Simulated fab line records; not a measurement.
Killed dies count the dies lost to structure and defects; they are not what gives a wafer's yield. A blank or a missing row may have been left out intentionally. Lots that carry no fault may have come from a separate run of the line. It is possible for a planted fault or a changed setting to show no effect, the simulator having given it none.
Struck lot and sound lot, side by side + flow rit cmos + 27 steps out of a route of 202
Sound: the wafers L491.4, L491.5, L491.6. The struck wafers were L499.2, L499.3, L499.4. At the end, the cause is stated.
Per side, at each step with rows, come the tool, then ch with its chambers, and then its first start. Under that, the readings that differ: sound wafers + struck wafers + difference of the means + sigmas: that difference in standard deviations of wafers without a fault.
alike: readings whose means differ by less than 2 such deviations, and words and numbers that are the same on both sides. not compared: withheld readings, readings that some wafer has no value for, bounds like >300 that may hide the same value, and numbers for which the record gives no deviation and whose values overlap.
The two part at a step that has a row with sigmas, a row that says differs or no value, or rows on one side only. When numbers do not overlap yet have no deviation, they are printed without sigmas and do not part them. A reading missing from all wafers of one side parts the sides only when that side holds two or more wafers.

first, 4 steps without rows for these wafers: RIT_CONTACT_SOFTBAKE_04 (time 60 s); RIT_CONTACT_EXPOSE_05 (exposes mask M11, target cd 1000 nm); RIT_CONTACT_PEB_06; RIT_CONTACT_DEVELOP_07 (develop time 120 s).
RIT_CONTACT_CD_MEAS_08 targets a cd of 1000 nm.
  sound on cd sem-01, day 4 21:26; struck on cd sem-01, day 6 13:45
  alike: cd nm
RIT_CONTACT_OVL_MEAS_09:
  sound on overlay-01, day 4 21:31; struck on overlay-01, day 6 13:52
  alike: CONTACT_OVL
then, 1 step without rows for these wafers: RIT_CONTACT_HARDBAKE_10 (time 60 s).
RIT_CONTACT_ETCH_11: etches SiO2 in CHF3/CF4/Ar, stops on TiSi2, target depth 480 nm, time 320 s.
  sound on rie diel-02 ch 1,2,3, day 4 21:41; struck on rie diel-02 ch 0,1,3, day 6 14:02
  alike: drypump motor current A, oes product au, throttle valve pct
  not compared: rf hours counter h
RIT_CONTACT_STRIP_12: strips in O2, time 180 s.
  sound on plasma asher-04 ch 0,1, day 4 21:56; struck on plasma asher-04 ch 0,1, day 6 14:14
  alike: drypump motor current A
  not compared: rf hours counter h
RIT_CONTACT_CD_MEAS_90 targets a cd of 1000 nm.
  sound on cd sem-02, day 4 22:07; struck on cd sem-02, day 6 14:26
  alike: cd nm
then, 2 steps without rows for these wafers: RIT_CONTACT_CLEAN_13 (cleans in SC1, time 600 s); RIT_CONTACT_CLEAN_14 (cleans in SC2, time 600 s).
RIT_M1_SPUTTER_00: material Al, target thk 400 nm, time 500 s.
  sound on pvd sputter-01, day 4 22:32; struck on pvd sputter-01, day 6 14:55
| reading                               | sound             | struck            | difference | sigmas |
|---------------------------------------|-------------------|-------------------|------------|--------|
| throttle valve pct (%)                | 27.8 27.8 29.6    | 30.8 30.0 31.0    | +2.2       | +2     |
| model.Al_of_M1_SPUTTER_00.thk nm (nm) | 396.4 402.1 402.9 | 622.7 620.8 619.2 | +220.4     |        |
  alike: substrate temp c
RIT_M1_RS_MEAS_01: the measuring method here is four-point-probe.
  sound on film metro-03, day 4 22:53; struck on film metro-02, day 6 15:14
| reading           | sound                | struck               | difference | sigmas |
|-------------------|----------------------|----------------------|------------|--------|
| M1_AL_RS (ohm/sq) | 0.0739 0.0730 0.0730 | 0.0468 0.0470 0.0473 | -0.0263    | -33    |
RIT_M1_THK_MEAS_02: measures by xrf.
  sound on film metro-03, day 4 22:59; struck on film metro-02, day 6 15:20
| reading        | sound       | struck      | difference | sigmas |
|----------------|-------------|-------------|------------|--------|
| M1_AL_THK (nm) | 394 406 402 | 629 622 621 | +223       | +48    |
then, 6 steps without rows for these wafers: RIT_M1_HMDS_03 (prime time 61.38 s); RIT_M1_COAT_04 (resist thk 1300 nm); RIT_M1_SOFTBAKE_05 (time 60 s); RIT_M1_EXPOSE_06 (exposes mask M12, target cd 2600 nm); RIT_M1_PEB_07; RIT_M1_DEVELOP_08 (develop time 68 s).
RIT_M1_CD_MEAS_09 targets a cd of 2600 nm.
  sound on cd sem-02, day 5 00:04; struck on cd sem-01, day 6 16:36
  alike: cd nm
RIT_M1_OVL_MEAS_10:
  sound on overlay-01, day 5 00:09; struck on overlay-01, day 6 16:42
  alike: M1_OVL
then, 1 step without rows for these wafers: RIT_M1_HARDBAKE_11 (time 120 s).
RIT_M1_METAL_ETCH_12: etches Al in Cl2/BCl3, stops on SiO2, time 165 s, target depth 600 nm.
  sound on rie metal-02 ch 0,1, day 5 00:28; struck on rie metal-04 ch 0,1, day 6 17:16
| reading               | sound             | struck            | difference | sigmas |
|-----------------------|-------------------|-------------------|------------|--------|
| oes product au (a.u.) | 0.760 0.757 0.770 | 1.017 1.011 0.968 | +0.236     | +20    |
  alike: bcl3 flow sccm, drypump motor current A, throttle valve pct
  not compared: rf hours counter h
then, 1 step without rows for these wafers: RIT_M1_STRIP_13 (strips in nmp, time 600 s).
RIT_M1_PROBE_99:
  sound on prober-01, day 5 02:49; struck on prober-02, day 6 19:47
| reading                               | sound              | struck            | difference | sigmas      |
|---------------------------------------|--------------------|-------------------|------------|-------------|
| defect limited yield (%)              | 97.7 96.6 98.1     | 73.9 59.1 8.3     | -50.4      | -46         |
| killed_at_M0_to_M3                    | 0 0 0              | 62 100 232        | +131       | +99 or more |
| killed dies                           | 6 9 5              | 69 108 242        | +133       | +46         |
| killed on rim                         | 1 0 2              | 31 8 70           | +35        | +25         |
| model.etest.tester.sort n pass        | 258 255 259        | 0 0 0             | -257       |             |
| model.etest.tester.sort yield pct (%) | 97.73 96.59 98.11  | 0 0 0             | -97        |             |
| model.etest.tester.sort_bin_5_pct (%) | 1.515 0.3788 1.515 | 25.76 39.39 90.91 | +50.88     |             |
  alike: killed at contacts, killed at front end, killed open, killed short
  not compared: model.etest.diode nplus comb.over limit, model.etest.cap n gate.short, model.etest.field p.short, model.etest.select edge diode p.over limit, model.etest.ppoly sal.short

WHERE THEY PART
Earliest at RIT_M1_SPUTTER_00; latest, in this record, at RIT_M1_PROBE_99.

WHY: the cause the simulator had injected
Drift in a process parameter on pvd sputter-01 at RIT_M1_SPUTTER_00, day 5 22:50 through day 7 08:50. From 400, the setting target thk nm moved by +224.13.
